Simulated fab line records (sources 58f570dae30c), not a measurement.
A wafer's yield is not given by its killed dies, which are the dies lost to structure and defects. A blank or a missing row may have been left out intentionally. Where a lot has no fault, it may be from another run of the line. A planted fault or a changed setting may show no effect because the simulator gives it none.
Chamber matching    flow berkeley cmos170    cmp-01 running UCB170_V1_CMP_02: 4 sister chambers
The step polishes SiO2. 4 wafers are shown with their chamber, then 7 later ones without.

## WAFERS WITH THEIR CHAMBER
wafer   chamber  motor current A (A)
L181.2  0        17.1
L184.5  3        16.3
L189.2  1        12.3
L189.4  2        14.6

## WAFERS WITH NO CHAMBER GIVEN
wafer   motor current A (A)
L189.6  12.1
L194.1  12.5
L194.4  14.1
L194.6  16.7
L198.2  16.8
L198.3  12.6
L198.6  12.4

## CHAMBER TAKEN BY EACH
wafer   from the rows above      in truth
L189.6  1                        1
L194.1  1                        1
L194.4  2                        2
L194.6  can't be placed: 3 or 0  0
L198.2  can't be placed: 0 or 3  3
L198.3  1                        1
L198.6  1                        1
Placed correctly: 5 of 7. From these rows, 2 cannot be placed; in 2 the true chamber is one of the candidates. 0 placed wrongly.
How it was worked out, from the rows above alone: a wafer's distance from a chamber is the root of the sum, over the readings, of the square of ((its reading less the chamber's mean) divided by the reading's scatter). The wafer belongs to the nearest chamber; if the next one is less than 2 further off, it can't be placed. For every chamber, the mean is computed from those of its wafers that are shown. The scatter: with one shown wafer a chamber, the root of the mean of the squares of how far each hidden wafer lies from its nearest shown one.
